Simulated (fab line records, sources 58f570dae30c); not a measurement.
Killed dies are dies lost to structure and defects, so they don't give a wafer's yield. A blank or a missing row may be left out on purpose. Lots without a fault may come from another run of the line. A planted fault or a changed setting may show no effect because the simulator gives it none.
Problem report in the 8D (eight disciplines) form, filled by code | flow berkeley_cmos170 | the parts of the form that need people (team, actions taken, sign-off) are left out

1. THE PROBLEM
cd_nm at UCB170_M2_CD_MEAS_90 reads a mean of 665.8 nm on 6 wafers of 2 lots; wafers without a fault read 698.5 nm with a standard deviation of 2.1. That is -16 standard deviations from the usual mean.
The step: target cd 700 nm.
First seen on wafer L720.2, day 11 00:35, on cd_sem-01. The record holds 42 wafers of 14 lots with a number at this step. Rule for "out", or "out of limits": more than 4 standard deviations from the usual mean. The other wafers with a number count as sound.

2. WHAT IT IS AND WHAT IT IS NOT
question                    | is                     | is not
which readings at this step | cd_nm                  | -
which lots                  | L720, L723             | L711, L713, L715, L717, L718, L719, L721, L726, L727, L728, L731, L732
which wafers of those lots  | all that have a number | -
read on which gauges        | cd_sem-01              | cd_sem-02
when                        | from day 11 00:35      | up to then (21 sound wafers); but 15 sound wafers of L726, L727, L728, L731, L732 came after

3. SUSPECTS, AND WHAT RULES EACH OUT
Counting: a tool at a process step up to the reading stays a suspect if it ran every lot that is out and no sound lot after the first of them.
- the gauge at UCB170_M2_CD_MEAS_90: ruled out. All the wafers that are out were read on cd_sem-01, but those of them that UCB170_M2_STRIP_19 has rows for are out there too, on other tools.
- rie_metal-02 at UCB170_M2_METAL_ETCH_18 (etches Al in Cl2/BCl3, stops on SiO2, target depth 1170 nm, time 195 s): kept. It ran every lot that is out, first L720 (day 11 00:17), and no sound lot after that; its last sound lot up to then is L718 (day 10 04:52).
- plasma_asher-02 at UCB170_M2_STRIP_19 (strips in O2): ruled out as a lasting fault. Sound lots L726, L732 ran on it after its first lot that is out, L720 (day 11 00:28).
Left after counting: rie_metal-02 at UCB170_M2_METAL_ETCH_18.

4. THE CAUSE (what the simulator had put in)
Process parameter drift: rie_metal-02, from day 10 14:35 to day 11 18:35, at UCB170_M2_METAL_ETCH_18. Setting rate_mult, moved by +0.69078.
Counting left only this tool.

5. THE CHAIN OF EFFECTS, in route order
Each row: a reading whose mean over the struck wafers that have a number lies more than 3 standard deviations from the usual. Only readings for which the record gives a usual standard deviation are gone through. hours: the time from each lot's start at the first step in this table that gives one to its start at this step, as a median over the lots. sigmas: the change in usual standard deviations.
hours | step                 | reading        | usual      | on struck wafers | change | sigmas
0     | UCB170_M2_STRIP_19   | oes_product_au | 0.540 a.u. | 0.312            | -0.228 | -23
0     | UCB170_M2_CD_MEAS_90 | cd_nm          | 698.5 nm   | 665.8            | -32.7  | -16
The process steps in it:
- UCB170_M2_STRIP_19: strips in O2.

6. WHAT WOULD HAVE CAUGHT IT SOONER
In this record the first reading out of limits at a measuring or inspecting step was taken at day 11 00:35, 10 hours after the fault began at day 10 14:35.
Of the tool readings at UCB170_M2_METAL_ETCH_18 for which the record gives a usual standard deviation, none was out on any struck wafer, so an alarm limit of 4 standard deviations on them would not have fired.
Of the lots that are out (2), L723 began UCB170_M2_METAL_ETCH_18 on rie_metal-02 after day 11 00:35. A hold on the tool at that time would have spared it.
